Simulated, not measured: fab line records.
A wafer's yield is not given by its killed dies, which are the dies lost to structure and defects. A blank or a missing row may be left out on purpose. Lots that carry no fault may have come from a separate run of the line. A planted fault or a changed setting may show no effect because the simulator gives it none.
Which tool is to blame? | flow berkeley_cmos170 | 41 wafers from 14 lots sampled at 3 of the route's 331 steps

## WHAT EACH GAUGE READ, for each wafer
UCB170_V2_OVL_MEAS_13. Usual: V2_OVL 2 nm, standard deviation 4.4.
lot  | measured     | on         | V2_OVL (nm) | flag
L503 | day 7 14:31  | overlay-01 | -2 -4 -2    |
L508 | day 8 03:14  | overlay-01 | 9 6 10      |
L507 | day 8 03:33  | overlay-02 | -7 0 -4     |
L510 | day 8 14:04  | overlay-02 | -5 -4 2     |
L509 | day 8 22:24  | overlay-01 | 0 6 6       |
L515 | day 9 07:34  | overlay-01 | 2 4 2       |
L514 | day 9 08:02  | overlay-01 | -4 -2 -6    |
L516 | day 9 09:59  | overlay-02 | -3 1 -4     |
L513 | day 9 09:46  | overlay-01 | 7 14 10     |
L520 | day 10 15:58 | overlay-01 | 4 -1 -1     |
L522 | day 11 15:52 | overlay-02 | 6 7 6       |
L523 | day 12 05:25 | overlay-02 | -2 0        |
L524 | day 12 16:41 | overlay-01 | 11 4 9      |
L526 | day 12 08:55 | overlay-02 | 6 6 5       |

UCB170_M3_OVL_MEAS_16. Usual: M3_OVL 0 nm, standard deviation 5.8.
lot  | measured     | on         | M3_OVL (nm) | flag
L503 | day 7 17:42  | overlay-01 | -3 -6 -3    |
L508 | day 8 06:52  | overlay-02 | 6 -2 5      |
L507 | day 8 06:59  | overlay-02 | 2 0 -1      |
L510 | day 8 17:11  | overlay-02 | 3 7 9       |
L509 | day 9 01:05  | overlay-01 | -5 -2 -4    |
L515 | day 9 11:08  | overlay-02 | 4 3 -2      |
L514 | day 9 11:50  | overlay-02 | -10 -8 -9   |
L516 | day 9 12:53  | overlay-01 | 3 0 0       |
L513 | day 9 12:45  | overlay-02 | 5 9 8       |
L520 | day 10 18:57 | overlay-01 | -3 -1 -8    |
L522 | day 11 19:09 | overlay-01 | 7 3 8       |
L523 | day 12 08:05 | overlay-02 | -2 -8       |
L524 | day 12 19:08 | overlay-02 | 6 4 7       |
L526 | day 12 12:38 | overlay-02 | -8 -3 -14   |

## EACH LOT AND THE TOOL THAT RAN IT (in order: tool; ch and the chambers of the sampled wafers; start)
lot  | UCB170_NSD_STRIP_09
L503 | plasma_asher-02 ch 0,1, day 6 18:32
L508 | plasma_asher-03 ch 0,1, day 7 03:15
L507 | plasma_asher-02 ch 0,1, day 7 03:22
L510 | plasma_asher-02 ch 0,1, day 7 17:05
L509 | plasma_asher-02 ch 0,1, day 7 17:25
L515 | plasma_asher-03 ch 0, day 8 09:41
L514 | plasma_asher-02 ch 0,1, day 8 09:58
L516 | plasma_asher-01 ch 0,1, day 8 09:59
L513 | plasma_asher-01 ch 0,1, day 8 10:28
L520 | plasma_asher-02 ch 0,1, day 9 19:15
L522 | plasma_asher-01 ch 0,1, day 10 10:42
L523 | plasma_asher-02 ch 1, day 11 02:04
L524 | plasma_asher-02 ch 0,1, day 11 09:48
L526 | plasma_asher-01 ch 0,1, day 11 10:00
- UCB170_NSD_STRIP_09: strips in O2.

## WHAT THE TOOLS THEMSELVES READ (means of the sampled wafers that have a number; where no wafer has one, the mark that the record gives instead)
UCB170_NSD_STRIP_09. Usual: drypump_motor_current_A 5.83 A, standard deviation 0.21; oes_product_au 0.535 a.u., standard deviation 0.0043; strip_time_to_endpoint_s 35.87 s, standard deviation 0.073.
lot  | tool            | drypump_motor_current_A (A) | oes_product_au (a.u.) | strip_time_to_endpoint_s (s) | flag
L503 | plasma_asher-02 | 6.03                        | 0.538                 | 35.94                        |
L508 | plasma_asher-03 | 5.80                        | 0.533                 | 35.84                        |
L507 | plasma_asher-02 | 6.03                        | 0.540                 | 35.85                        |
L510 | plasma_asher-02 | 6.02                        | 0.534                 | 35.93                        |
L509 | plasma_asher-02 | 5.96                        | 0.533                 | 35.82                        |
L515 | plasma_asher-03 | 6.01                        | 0.539                 | 35.74                        |
L514 | plasma_asher-02 | 5.99                        | 0.534                 | 35.87                        |
L516 | plasma_asher-01 | 5.55                        | 0.535                 | 35.88                        |
L513 | plasma_asher-01 | 5.56                        | 0.535                 | 35.73                        |
L520 | plasma_asher-02 | 5.96                        | 0.535                 | 35.84                        |
L522 | plasma_asher-01 | 5.52                        | 0.533                 | 35.89                        |
L523 | plasma_asher-02 | 6.08                        | 0.536                 | 35.85                        |
L524 | plasma_asher-02 | 6.03                        | 0.533                 | 35.84                        |
L526 | plasma_asher-01 | 5.57                        | 0.534                 | 35.90                        |

## THE ANSWER, worked out from the rows above alone
Rule: lot off if the mean of its wafers having a number is beyond 3 standard deviations from the usual mean. A lot without any number at a reading at which 4 lots or more have one is off too. The other lots that the step has rows for count as sound. The gauges are gone through in route order, then the tools' own readings, and for those a lot's mean is taken as printed above. At the first step where some lot is off, the reading lying furthest off is the one used; lots without a number count as furthest.
Across all readings shown, no lot is off: no conclusion can be drawn from this.

## WHAT WAS PUT IN BY THE SIMULATOR
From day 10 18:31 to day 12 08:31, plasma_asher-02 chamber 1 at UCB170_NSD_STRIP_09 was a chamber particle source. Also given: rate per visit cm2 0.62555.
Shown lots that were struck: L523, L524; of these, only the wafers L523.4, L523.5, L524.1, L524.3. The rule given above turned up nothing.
